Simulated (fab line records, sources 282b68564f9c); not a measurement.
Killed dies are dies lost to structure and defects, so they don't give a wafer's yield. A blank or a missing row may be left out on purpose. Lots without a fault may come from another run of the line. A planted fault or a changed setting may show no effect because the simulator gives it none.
A struck lot beside a sound one | flow rit_cmos | 15 steps out of a route of 202
Sound: wafers L866.2, L866.5, L866.6. Struck: wafers L863.2, L863.4, L863.6. The cause comes at the end.
At each step with rows: each side's tool, then ch and its chambers, then its first start. Under that, the readings that differ: sound wafers | struck wafers | difference of the means | sigmas: that difference in standard deviations of wafers without a fault.
alike: readings whose means differ by less than 2 such deviations, and words and numbers that are the same on both sides. not compared: withheld readings, readings that some wafer has no value for, bounds like >300 that may hide the same value, and numbers for which the record gives no deviation and whose values overlap.
The two part at a step that has a row with sigmas, a row that says differs or no value, or rows on one side only. Numbers that don't overlap but have no deviation are shown without sigmas and don't part them. A reading that every wafer of one side lacks parts them only if that side has two wafers or more.

RIT_GATE_THK_MEAS_07:
  sound on film_metro-04, day 5 02:53; struck on film_metro-04, day 4 10:50
  alike: GATE_OXIDE_THK
then, 1 step without rows for these wafers: RIT_GATE_CVD_08 (deposits poly-Si from SiH4, target thk 250 nm, time 2220 s).
RIT_GATE_THK_MEAS_09:
  sound on film_metro-03, day 5 04:34; struck on film_metro-01, day 4 12:56
  alike: GATE_POLY_THK
then, 6 steps without rows for these wafers: RIT_GATE_HMDS_10 (prime time 60 s); RIT_GATE_COAT_11 (resist thk 850 nm); RIT_GATE_SOFTBAKE_12 (time 60 s); RIT_GATE_EXPOSE_13 (exposes mask M6, target cd 150 nm); RIT_GATE_PEB_14; RIT_GATE_DEVELOP_15 (develop time 50 s).
RIT_GATE_CD_MEAS_16: target cd 150 nm.
  sound on cd_sem-01, day 5 05:41; struck on cd_sem-02, day 4 13:53
  alike: cd_nm
RIT_GATE_OVL_MEAS_17:
  sound on overlay-01, day 5 05:47; struck on overlay-02, day 4 13:59
  alike: GATE_OVL
then, 1 step without rows for these wafers: RIT_GATE_HARDBAKE_18 (time 60 s).
RIT_GATE_ETCH_19: etches poly-Si in SF6/CHF3/O2, stops on SiO2, time 165 s, target depth 312.5 nm.
  sound on rie_si-02 ch 0,1,3, day 5 05:58; struck on rie_si-01 ch 1,2, day 4 14:10
  reading                                   | sound             | struck            | difference | sigmas
  oes_product_au (a.u.)                     | 0.826 0.842 0.827 | 0.711 0.692 0.693 | -0.133     | -10
  run_length_s (s)                          | 193.5 192.9 193.0 | 239.3 239.3 239.4 | +46.2      | +99 or more
  model.NOVOLAK_of_GATE_COAT_11.thk_nm (nm) | 668.2 663.5 668   | 656.3 650.7 650.3 | -14.1      |
  alike: CHF3_flow_sccm, drypump_motor_current_A, throttle_valve_pct
  not compared: rf_hours_counter_h
RIT_GATE_STRIP_20: strips in O2, time 180 s.
  sound on plasma_asher-03 ch 0,1, day 5 06:05; struck on plasma_asher-04 ch 0,1, day 4 14:17
  alike: drypump_motor_current_A
  not compared: rf_hours_counter_h
RIT_M1_PROBE_99:
  sound on prober-01, day 6 03:02; struck on prober-02, day 5 10:40
  reading                             | sound             | struck            | difference | sigmas
  killed_at_front_end                 | 19 5 10           | 5 6 4             | -6         | -2
  killed_open                         | 11 2 8            | 1 1 2             | -6         | -3
  model.etest.pmos_turned.r_on_ohm_um | 3765 3830 3724    | 3429 3281 3255    | -451       |
  model.etest.pmos_0p3.r_on_ohm_um    | 6509 6570 6378    | 6090 6101 6041    | -408       |
  model.etest.pmos_0p15.r_on_ohm_um   | 3025 3123 2961    | 2721 2663 2694    | -344       |
  model.etest.pmos_0p15.drive_ua_um   | 232.9 226.9 238.3 | 262 270.7 269.7   | +35        |
  model.etest.pmos_turned.drive_ua_um | 170.7 167.1 173   | 194.4 204.2 207.2 | +31.7      |
  model.etest.nwell_pinched.rs_ohm_sq | 343.2 341.8 339   | 344.1 359.2 355.6 | +11.6      |
  model.etest.pmos_narrow.drive_ua_um | 98.17 96.54 99.98 | 105.9 108.8 108.8 | +9.6       |
  alike: killed_at_contacts, killed_dies, killed_short
  not compared: model.etest.pwell_pinched.rs_ohm_sq

WHERE THEY PART
First at RIT_GATE_ETCH_19; last, within this record, at RIT_M1_PROBE_99.

WHY: what the simulator had put in
Process parameter drift: rie_si-01, from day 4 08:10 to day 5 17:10, at RIT_GATE_ETCH_19. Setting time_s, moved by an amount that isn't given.
